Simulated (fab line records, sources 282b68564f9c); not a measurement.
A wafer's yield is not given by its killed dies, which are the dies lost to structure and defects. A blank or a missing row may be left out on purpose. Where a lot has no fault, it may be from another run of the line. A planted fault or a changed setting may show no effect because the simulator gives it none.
fab line records | flow rit_cmos
[record] lots = 6 wafers = 18 last_day = 8
route steps=202 shown GATE@84 REOX@98 NLDD@103 PLDD@114 SPACER@125 M1@202
lots with no fault: from the same line, run without faults
start_h: the number of hours between the record's first day and the start of the first shown wafer of the lot | wait_h: hours from the lot's prior step to this one | " the same as in the row above | L1.1+2: several wafers, shown together as one row | - either no value or no given start | * or withheld: withheld | < > ~ a bound
route shown NAME@n: names a module that has steps shown in the file, with the first one's number in the route | usual: mean and standard deviation over wafers with no fault | same: alike in all rows | chamber/n: place in a boat | sites: readings site by site | _std_site: standard deviation of those values | _edge_site: mean of outer sites minus mean of inner sites | radius_mm: how far each site lies from the wafer's centre | mask NAME#n: copy n | behind: the most recent tool/chamber to have shaped the wafer | hold: the reason the lot was held/the length of the hold in hours/how it ended | device: the transistor (n, p or np) that didn't switch | end of line: the same wafers' tests at the end of the route | a step with no rows: only its recipe | killed: the dies lost at the first sort to structure and to defects; this is not the yield of the wafer | map: a wafer's dies, x killed, . not, _ none there
set.NAME: the setting as run; set.NAME@STEP: as run at that earlier step | model.NAME: the simulator's own value behind a step, which no gauge read
certain route steps with their lots: each step a table, each wafer a row
services: when a tool's chamber went out of use (start_h, in hours from the record's first day, below 0 if earlier), for how many hours, and the reason
[[steps]]
[step RIT_GATE_CVD_08]
[recipe] material = poly-Si target_thk_nm = 250 temp_c = 610 precursor = SiH4 time_s = 2220 pressure_mtorr = 300 sih4_flow_sccm = 100
[step RIT_GATE_THK_MEAS_09]
[recipe] reads = poly-Si_of_GATE_CVD_08
[usual] GATE_POLY_THK = 250.6/1.9
// columns lot.wafer tool chamber start_h wait_h GATE_POLY_THK[nm]
L398.1 film_metro-04 - 47.23 0.0 252.0
L398.2 " - " " 250.5
L398.5 " - " " 252.6
L404.2 film_metro-03 - 72.87 0.0 248.4
L404.5 " - " " 250.7
L404.6 " - " " 252.4
L405.1 film_metro-04 - 79.40 0.0 253.1
L405.3 " - " " 249.2
L405.5 " - " " 250.0
L410.3 film_metro-01 - 111.46 0.0 250.3
L410.4 " - " " 250.8
L410.5 " - " " 251.8
L420.2 film_metro-01 - 170.26 0.0 254.8
L420.5 " - " " 253.8
L420.6 " - " " 251.4
L419.4 film_metro-03 - 170.28 0.0 247.2
L419.5 " - " " 250.3
L419.6 " - " " 248.3
[step RIT_GATE_HMDS_10]
[recipe] prime_time_s = 60 prime_temp_c = 140
[step RIT_GATE_COAT_11]
[recipe] resist = NOVOLAK spin_rpm = 4250 resist_thk_nm = 850
[step RIT_GATE_SOFTBAKE_12]
[recipe] resist = NOVOLAK temp_c = 90 time_s = 60
[step RIT_GATE_EXPOSE_13]
[recipe] mask_id = M6 na = 0.6 source_shape = conventional sigma_outer = 0.6 target_cd_nm = 150 dose_mj = 380
[step RIT_GATE_PEB_14]
[recipe] resist = NOVOLAK temp_c = withheld time_s = withheld
[step RIT_GATE_DEVELOP_15]
[recipe] resist = NOVOLAK develop_time_s = 50 dev_temp_c = 23
[step RIT_GATE_CD_MEAS_16]
[recipe] target_cd_nm = 150
[usual] cd_nm = 149.1/2.2
// columns lot.wafer tool chamber start_h wait_h cd_nm
L398.1 cd_sem-01 - 48.27 - 147.9
L398.2 " - " " 149.5
L398.5 " - " " 150.0
L404.2 cd_sem-01 - 73.79 - 150.8
L404.5 " - " " 148.8
L404.6 " - " " 148.7
L405.1 cd_sem-02 - 80.31 - 144.0
L405.3 " - " " 145.1
L405.5 " - " " 143.4
L410.3 cd_sem-02 - 112.52 - 148.3
L410.4 " - " " 148.9
L410.5 " - " " 148.7
L420.2 cd_sem-01 - 171.66 - 147.6
L420.5 " - " " 147.2
L420.6 " - " " 150.0
L419.4 cd_sem-01 - 171.98 - 148.3
L419.5 " - " " 147.8
L419.6 " - " " 147.0
[step RIT_GATE_OVL_MEAS_17]
[usual] GATE_OVL = 0.0/1.4
// columns lot.wafer tool chamber start_h wait_h GATE_OVL[nm]
L398.1 overlay-01 - 48.39 0.1 -2.6
L398.2 " - " " -0.8
L398.5 " - " " 1.5
L404.2 overlay-02 - 73.89 0.1 -0.4
L404.5 " - " " -0.7
L404.6 " - " " 0.2
L405.1 overlay-01 - 80.43 0.1 3.0
L405.3 " - " " 0.8
L405.5 " - " " 2.0
L410.3 overlay-02 - 112.61 0.1 -0.1
L410.4 " - " " 0.5
L410.5 " - " " -0.5
L420.2 overlay-02 - 171.77 0.1 0.8
L420.5 " - " " 0.7
L420.6 " - " " 0.0
L419.4 overlay-02 - 172.06 0.1 0.3
L419.5 " - " " -1.9
L419.6 " - " " 0.6
[step RIT_GATE_HARDBAKE_18]
[recipe] resist = NOVOLAK temp_c = 140 time_s = 60
[step RIT_GATE_ETCH_19]
[recipe] chemistry = SF6/CHF3/O2 time_s = 165 SF6_flow_sccm = 30 CHF3_flow_sccm = 30 O2_flow_sccm = 5 target = poly-Si pressure_mtorr = 40 rf_w = 160 target_depth_a = 3125 over_etch_frac = 0.25 stop_on = SiO2
[usual] drypump_motor_current_A = 5.54/0.28 oes_product_au = 0.849/0.016 throttle_valve_pct = 10.24/0.06
// columns lot.wafer tool chamber start_h wait_h drypump_motor_current_A oes_product_au rf_hours_counter_h throttle_valve_pct
L398.1 rie_si-02 2 48.57 0.1 5.09 0.871 97 10.22
L398.2 " 0 " " 5.35 0.827 146 10.22
L398.5 " 1 " " 5.97 0.878 - 10.19
L404.2 rie_si-02 3 74.07 0.1 5.43 0.823 1 10.24
L404.5 " 3 " " 5.46 0.831 - 10.24
L404.6 " 1 " " 5.96 0.891 - 10.20
L405.1 rie_si-01 3 80.62 0.1 5.29 0.870 1 10.14
L405.3 " 1 " " 5.58 0.830 145 10.31
L405.5 " 3 " " 5.27 0.851 - 10.14
L410.3 rie_si-02 3 112.79 0.1 5.43 0.830 1 10.25
L410.4 " 1 " " 5.98 0.879 6 10.19
L410.5 " 3 " " 5.44 0.837 - 10.23
L420.2 rie_si-01 2 171.95 0.1 5.78 0.855 1 10.33
L420.5 " 1 " " 5.60 0.856 - 10.30
L420.6 " 3 " " 5.27 0.868 - 10.13
L419.4 rie_si-01 3 172.28 0.1 5.26 0.851 - 10.14
L419.5 " 2 " " 5.78 0.857 - 10.31
L419.6 " 1 " " 5.58 0.855 - 10.29
[step RIT_GATE_STRIP_20]
[recipe] chemistry = O2 time_s = 180 resist = NOVOLAK platen_temp_c = withheld power_w = 500 pressure_mtorr = 4000 o2_flow_sccm = 4000
[usual] drypump_motor_current_A = 5.9/0.49
// columns lot.wafer tool chamber start_h wait_h drypump_motor_current_A rf_hours_counter_h
L398.1 plasma_asher-04 0 48.68 0.1 5.8 41
L398.2 " 1 " " 5.4 41
L398.5 " 0 " " 5.8 -
L404.2 plasma_asher-04 0 74.18 0.1 5.8 44
L404.5 " 0 " " 5.8 -
L404.6 " 1 " " 5.4 -
L405.1 plasma_asher-01 1 80.72 0.1 5.9 27
L405.3 " 0 " " 5.4 -
L405.5 " 0 " " 5.4 -
L410.3 plasma_asher-01 1 112.95 0.1 5.9 -
L410.4 " 0 " " 5.4 -
L410.5 " 1 " " 5.9 -
L420.2 plasma_asher-01 0 172.06 0.1 5.4 36
L420.5 " 1 " " 5.8 -
L420.6 " 0 " " 5.5 -
L419.4 plasma_asher-01 0 172.39 0.1 5.4 -
L419.5 " 1 " " 5.8 -
L419.6 " 0 " " 5.4 -
[step RIT_GATE_CD_MEAS_90]
[recipe] target_cd_nm = 150
[usual] cd_nm = 149.1/2.2
// columns lot.wafer tool chamber start_h wait_h cd_nm
L398.1 cd_sem-02 - 48.86 0.1 148.4
L398.2 " - " " 149.3
L398.5 " - " " 150.4
L404.2 cd_sem-02 - 74.38 0.1 150.4
L404.5 " - " " 149.3
L404.6 " - " " 148.8
L405.1 cd_sem-02 - 80.90 0.1 143.6
L405.3 " - " " 145.1
L405.5 " - " " 143.3
L410.3 cd_sem-01 - 113.11 0.1 147.7
L410.4 " - " " 148.7
L410.5 " - " " 148.2
L420.2 cd_sem-01 - 172.25 0.1 148.1
L420.5 " - " " 147.6
L420.6 " - " " 149.5
L419.4 cd_sem-01 - 172.57 0.1 149.1
L419.5 " - " " 147.8
L419.6 " - " " 146.7
[step RIT_REOX_CLEAN_00]
[recipe] chemistry = SC1 mix = 3:3:50 time_s = 600 temp_c = 75
[step RIT_REOX_CLEAN_01]
[recipe] chemistry = dHF dilution = 50:1 time_s = 30
[step RIT_REOX_CLEAN_02]
[recipe] chemistry = SC2 mix = 3:3:50 time_s = 600 temp_c = 75 dry = n2_spin
[step RIT_REOX_OXIDATION_03]
[recipe] temp_c = 900 ambient = O2 target_thk_a = 252 ox_time_s = 5580
[step RIT_REOX_THK_MEAS_04]
[recipe] reads = SiO2_of_REOX_OXIDATION_03
[usual] REOX_OXIDE_THK = 25.3/0.58
// columns lot.wafer tool chamber start_h wait_h REOX_OXIDE_THK[nm]
L398.1 film_metro-04 - 52.28 0.0 25.5
L398.2 " - " " 25.9
L398.5 " - " " 25.5
L404.2 film_metro-04 - 80.28 0.0 25.4
L404.5 " - " " 25.3
L404.6 " - " " 25.2
L405.1 film_metro-02 - 87.91 0.0 25.7
L405.3 " - " " 25.9
L405.5 " - " " 26.2
L410.3 film_metro-04 - 119.62 0.0 25.3
L410.4 " - " " 25.2
L410.5 " - " " 25.5
L420.2 film_metro-03 - 175.87 0.0 25.4
L420.5 " - " " 25.1
L420.6 " - " " 25.2
L419.4 film_metro-04 - 175.91 0.0 25.1
L419.5 " - " " 24.9
L419.6 " - " " 24.9
[step RIT_NLDD_HMDS_00]
[recipe] prime_time_s = 60 prime_temp_c = 140
[step RIT_NLDD_COAT_01]
[recipe] resist = NOVOLAK spin_rpm = 3250 resist_thk_nm = 1000
[step RIT_NLDD_SOFTBAKE_02]
[recipe] resist = NOVOLAK temp_c = 90 time_s = 60
[step RIT_NLDD_EXPOSE_03]
[recipe] mask_id = M7 na = 0.57 target_cd_nm = 40700 dose_mj = 250
[step RIT_NLDD_PEB_04]
[recipe] resist = NOVOLAK temp_c = withheld time_s = withheld
[step RIT_NLDD_DEVELOP_05]
[recipe] resist = NOVOLAK develop_time_s = 50 dev_temp_c = 23
[step RIT_NLDD_OVL_MEAS_06]
[usual] NLDD_OVL = -0.5/1.6
// columns lot.wafer tool chamber start_h wait_h NLDD_OVL[nm]
L398.1 overlay-02 - 53.32 - 2.0
L398.2 " - " " 1.8
L398.5 " - " " -0.1
L404.2 overlay-01 - 81.19 - -1.5
L404.5 " - " " 0.0
L404.6 " - " " -2.9
L405.1 overlay-02 - 88.94 - -1.9
L405.3 " - " " -1.2
L405.5 " - " " -1.6
L410.3 overlay-01 - 120.52 - -0.3
L410.4 " - " " 1.2
L410.5 " - " " -0.5
L420.2 overlay-01 - 176.78 - 1.4
L420.5 " - " " 1.3
L420.6 " - " " 2.0
L419.4 overlay-01 - 177.27 - -2.2
L419.5 " - " " -2.5
L419.6 " - " " -3.2
[step RIT_NLDD_HARDBAKE_07]
[recipe] resist = NOVOLAK temp_c = 140 time_s = 60
[step RIT_NLDD_IMPLANT_08]
[recipe] species = P energy_kev = 20 dose_cm2 = 5e+14 tilt_deg = 7
[step RIT_NLDD_STRIP_09]
[recipe] chemistry = O2 time_s = 180 resist = NOVOLAK platen_temp_c = withheld power_w = 500 pressure_mtorr = 4000 o2_flow_sccm = 4000
[usual] drypump_motor_current_A = 5.9/0.46
// columns lot.wafer tool chamber start_h wait_h drypump_motor_current_A rf_hours_counter_h
L398.1 plasma_asher-02 1 53.65 0.1 5.5 40
L398.2 " 0 " " 5.9 40
L398.5 " 1 " " 5.5 -
L404.2 plasma_asher-03 0 81.52 0.1 6.0 44
L404.5 " 0 " " 6.0 -
L404.6 " 1 " " 6.8 -
L405.1 plasma_asher-03 0 89.31 0.1 6.0 45
L405.3 " 0 " " 6.0 -
L405.5 " 1 " " 6.8 -
L410.3 plasma_asher-02 0 120.90 0.1 5.9 -
L410.4 " 1 " " 5.5 -
L410.5 " 1 " " 5.5 -
L420.2 plasma_asher-01 1 177.12 0.1 5.8 37
L420.5 " 1 " " 5.8 -
L420.6 " 0 " " 5.4 -
L419.4 plasma_asher-02 0 177.65 0.1 5.9 -
L419.5 " 1 " " 5.5 -
L419.6 " 0 " " 5.9 -
[step RIT_NLDD_TW_MEAS_10]
[usual] NLDD_TW = 2505/28
// columns lot.wafer tool chamber start_h wait_h NLDD_TW
L398.1 film_metro-01 - 53.83 0.1 2481
L398.2 " - " " 2483
L398.5 " - " " 2482
L404.2 film_metro-02 - 81.70 0.1 2504
L404.5 " - " " 2493
L404.6 " - " " 2485
L405.1 film_metro-01 - 89.48 0.1 2491
L405.3 " - " " 2498
L405.5 " - " " 2505
L410.3 film_metro-01 - 121.04 0.1 2496
L410.4 " - " " 2507
L410.5 " - " " 2508
L420.2 film_metro-02 - 177.31 0.1 2482
L420.5 " - " " 2468
L420.6 " - " " 2477
L419.4 film_metro-02 - 177.80 0.1 2486
L419.5 " - " " 2482
L419.6 " - " " 2478
[step RIT_PLDD_HMDS_00]
[recipe] prime_time_s = 60 prime_temp_c = 140
[step RIT_PLDD_COAT_01]
[recipe] resist = NOVOLAK spin_rpm = 3250 resist_thk_nm = 1000
[step RIT_PLDD_SOFTBAKE_02]
[recipe] resist = NOVOLAK temp_c = 90 time_s = 60
[step RIT_PLDD_EXPOSE_03]
[recipe] mask_id = M8 na = 0.57 target_cd_nm = 40900 dose_mj = 250
[step RIT_PLDD_PEB_04]
[recipe] resist = NOVOLAK temp_c = withheld time_s = withheld
[step RIT_PLDD_DEVELOP_05]
[recipe] resist = NOVOLAK develop_time_s = 50 dev_temp_c = 23
[step RIT_PLDD_OVL_MEAS_06]
[usual] PLDD_OVL = -0.4/1.4
// columns lot.wafer tool chamber start_h wait_h PLDD_OVL[nm]
L398.1 overlay-01 - 55.01 - -0.6
L398.2 " - " " 0.3
L398.5 " - " " -1.4
L404.2 overlay-01 - 82.74 - -1.2
L404.5 " - " " -1.1
L404.6 " - " " -1.5
L405.1 overlay-02 - 90.39 - -0.1
L405.3 " - " " 0.7
L405.5 " - " " 0.7
L410.3 overlay-01 - 121.94 - -1.0
L410.4 " - " " 3.6
L410.5 " - " " 2.4
L420.2 overlay-01 - 178.67 - -0.3
L420.5 " - " " 0.6
L420.6 " - " " -0.3
L419.4 overlay-02 - 179.44 - -1.4
L419.5 " - " " 0.6
L419.6 " - " " -0.8
[step RIT_PLDD_HARDBAKE_07]
[recipe] resist = NOVOLAK temp_c = 140 time_s = 60
[step RIT_PLDD_IMPLANT_08]
[recipe] species = BF2 energy_kev = 20 dose_cm2 = 9e+14 tilt_deg = 7
[step RIT_PLDD_STRIP_09]
[recipe] chemistry = O2 time_s = 180 resist = NOVOLAK platen_temp_c = withheld power_w = 500 pressure_mtorr = 4000 o2_flow_sccm = 4000
[usual] drypump_motor_current_A = 5.9/0.47
// columns lot.wafer tool chamber start_h wait_h drypump_motor_current_A rf_hours_counter_h
L398.1 plasma_asher-04 1 55.34 0.1 5.4 42
L398.2 " 0 " " 5.8 42
L398.5 " 1 " " 5.4 -
L404.2 plasma_asher-04 1 83.07 0.1 5.4 45
L404.5 " 0 " " 5.8 -
L404.6 " 1 " " 5.4 -
L405.1 plasma_asher-03 0 90.73 0.1 6.0 45
L405.3 " 1 " " 6.8 -
L405.5 " 0 " " 6.0 -
L410.3 plasma_asher-04 0 122.32 0.1 5.8 -
L410.4 " 1 " " 5.4 -
L410.5 " 1 " " 5.4 -
L420.2 plasma_asher-03 1 179.15 0.1 6.8 54
L420.5 " 1 " " 6.8 -
L420.6 " 0 " " 6.0 -
L419.4 plasma_asher-04 0 179.81 0.1 5.8 -
L419.5 " 0 " " 5.7 -
L419.6 " 1 " " 5.4 -
[step RIT_PLDD_TW_MEAS_10]
[usual] PLDD_TW = 2366/25
// columns lot.wafer tool chamber start_h wait_h PLDD_TW
L398.1 film_metro-02 - 55.52 0.1 2353
L398.2 " - " " 2354
L398.5 " - " " 2358
L404.2 film_metro-01 - 83.25 0.1 2358
L404.5 " - " " 2356
L404.6 " - " " 2359
L405.1 film_metro-02 - 90.90 0.1 2358
L405.3 " - " " 2354
L405.5 " - " " 2363
L410.3 film_metro-03 - 122.46 0.1 2395
L410.4 " - " " 2388
L410.5 " - " " 2402
L420.2 film_metro-01 - 179.33 0.1 2339
L420.5 " - " " 2333
L420.6 " - " " 2338
L419.4 film_metro-03 - 179.96 0.1 2403
L419.5 " - " " 2408
L419.6 " - " " 2403
[step RIT_SPACER_CLEAN_00]
[recipe] chemistry = SC1 mix = 3:3:50 time_s = 600 temp_c = 75
[step RIT_M1_PROBE_99]
[usual] killed_at_M0_to_M3 = 0.0/0.14 killed_at_contacts = 0.1/0.3 killed_at_front_end = 7/3.1 killed_dies = 7/3.1 killed_on_rim = 1.9/1.5 killed_open = 3.8/2.3 killed_short = 3.2/1.9
[same] gross_dies = 264 killed_at_M4_up = 0 killed_at_back_side = 0 killed_at_other = 0
// columns lot.wafer tool chamber start_h wait_h killed_at_M0_to_M3 killed_at_contacts killed_at_front_end killed_dies killed_on_rim killed_open killed_short
L404.2 prober-02 - 96.96 0.1 0 0 4 4 0 2 2
L404.5 prober-02 - 97.11 0.2 0 0 6 6 2 2 4
L404.6 prober-02 - 97.16 0.2 0 0 9 9 2 6 3
L410.3 prober-02 - 136.00 0.2 0 0 3 3 0 1 1
L410.4 prober-02 - 136.05 0.2 0 0 5 5 2 3 1
L410.5 prober-02 - 136.10 0.2 0 0 5 5 0 2 1
L420.2 prober-02 - 194.39 0.1 0 0 28 28 10 3 4
L420.5 prober-02 - 194.54 0.2 0 1 30 31 4 3 3
L420.6 prober-02 - 194.59 0.2 0 0 27 27 9 2 5
L419.4 prober-01 - 195.99 0.2 1 0 25 26 10 3 6
L419.5 prober-01 - 196.04 0.2 0 0 42 42 7 6 6
L419.6 prober-01 - 196.09 0.2 0 0 18 18 7 2 1
// killed by level:class
L404.2 FOX1:geometric_particle:short=2 SPACER:geometric_particle:open=1 SILICIDE:geometric_particle:open=1
L404.5 SPACER:geometric_particle:short=3 GATE:geometric_particle:open=1 REOX:geometric_particle:open=1 SILICIDE:geometric_particle:short=1
L404.6 GATE:geometric_particle:open=3 SPACER:geometric_particle:open=2 GATE:geometric_particle:short=1 SPACER:geometric_particle:short=1 SILICIDE:geometric_particle:short=1 SILICIDE:geometric_particle:open=1
L410.3 FOX2:geometric_particle:short=1 SILICIDE:geometric_particle:open=1 PRETRO:coat_microbubble_printed=1
L410.4 SPACER:geometric_particle:open=2 GATE:geometric_particle:short=1 REOX:geometric_particle:open=1 PRETRO:coat_microbubble_printed=1
L410.5 PRETRO:coat_microbubble_printed=2 FOX1:geometric_particle:short=1 GATE:geometric_particle:open=1 REOX:geometric_particle:open=1
L420.2 GATE:unspecified=21 REOX:geometric_particle:short=2 SPACER:geometric_particle:short=2 FOX1:geometric_particle:open=1 GATE:geometric_particle:open=1 SPACER:geometric_particle:open=1
L420.5 GATE:unspecified=25 FOX1:geometric_particle:open=1 GATE:geometric_particle:open=1 REOX:geometric_particle:short=1 SPACER:geometric_particle:short=1 SPACER:geometric_particle:open=1 CONTACT:geometric_particle:short=1
L420.6 GATE:unspecified=20 GATE:geometric_particle:short=2 FOX1:geometric_particle:short=1 FOX2:geometric_particle:short=1 FOX2:geometric_particle:open=1 REOX:geometric_particle:open=1 REOX:geometric_particle:short=1
L419.4 GATE:unspecified=17 GATE:geometric_particle:short=2 FOX1:geometric_particle:open=1 FOX1:geometric_particle:short=1 GATE:geometric_particle:open=1 REOX:geometric_particle:short=1 SPACER:geometric_particle:short=1 SPACER:geometric_particle:open=1
L419.5 GATE:unspecified=30 GATE:geometric_particle:short=5 REOX:geometric_particle:open=2 SPACER:geometric_particle:open=2 FOX2:geometric_particle:short=1 GATE:geometric_particle:open=1 SILICIDE:geometric_particle:open=1
L419.6 GATE:unspecified=15 GATE:geometric_particle:open=2 SPACER:geometric_particle:short=1
// map L419.5 (x killed, . not)
________.....x._______
_____.x........x..____
____.xxx...........___
___.xxxxx...........__
__..xxxxxxx.........._
__.xxxxxx.....xx....._
_....xxxxx............
_..x..x..x..x.........
_......x..............
_x..............x.....
__..................._
__..................._
___...........x.....__
____.x........xx...___
_____.............____
________......._______
// map L420.5 (x killed, . not)
________......._______
_____..x..........____
____..xx...........___
___xxxxxx...........__
__x.xxxxxx........x.._
__..xxxxx............_
_...xxxxx.......x.....
_....xx...............
_....x................
_.....................
__..................._
__..................._
___.................__
____...............___
_____.............____
________......._______
[[services]]
// columns tool chamber start_h hours kind
rie_si-02 1 52.96 6.6 repair
rie_si-02 0 72.58 18.3 repair
plasma_asher-02 - 74.68 1.6 repair
plasma_asher-02 - 108.75 9.0 pm
plasma_asher-02 0 108.75 9.0 vent_cycle
plasma_asher-02 1 108.75 9.0 vent_cycle
plasma_asher-02 0 117.75 - clean
plasma_asher-02 1 117.75 - clean
rie_si-02 0 129.10 - clean
rie_si-02 0 129.10 16.2 scheduled_down
rie_si-02 0 129.10 16.2 vent_cycle
rie_si-01 1 131.99 - clean
rie_si-01 1 131.99 21.8 scheduled_down
rie_si-01 1 131.99 21.8 vent_cycle
rie_si-01 0 155.65 - clean
rie_si-01 0 155.65 27.1 scheduled_down
rie_si-01 0 155.65 27.1 vent_cycle
plasma_asher-01 - 169.32 2.1 repair
rie_si-01 2 178.00 2.7 repair
[[key]]
[first_sign] step = RIT_M1_PROBE_99 reading = killed_dies direction = up sigmas = 7 usual = 7 struck = 29
[effect] step = RIT_M1_PROBE_99 reading = killed_at_front_end direction = up sigmas = 6.9 usual = 7 struck = 28
met_at RIT_GATE_STRIP_20
struck_wafers L419.4,L419.5,L419.6,L420.2,L420.5,L420.6
tester_left_out L419,L420
onset_between 112.95 172.06
also_fits time
[fault] kind = chamber_particle_source tool = plasma_asher-01 chamber = - onset_h = 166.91 steps = RIT_GATE_STRIP_20 rate_per_visit_cm2 = 0.4959 end_h = 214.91
// tester_left_out: of these lots the tester's yield and bins aren't shown, on N5 and GAA mostly nor the transistor test; their killed dies are dies lost to structure and defects alone, not to doping, threshold or leakage, so they don't give the yield
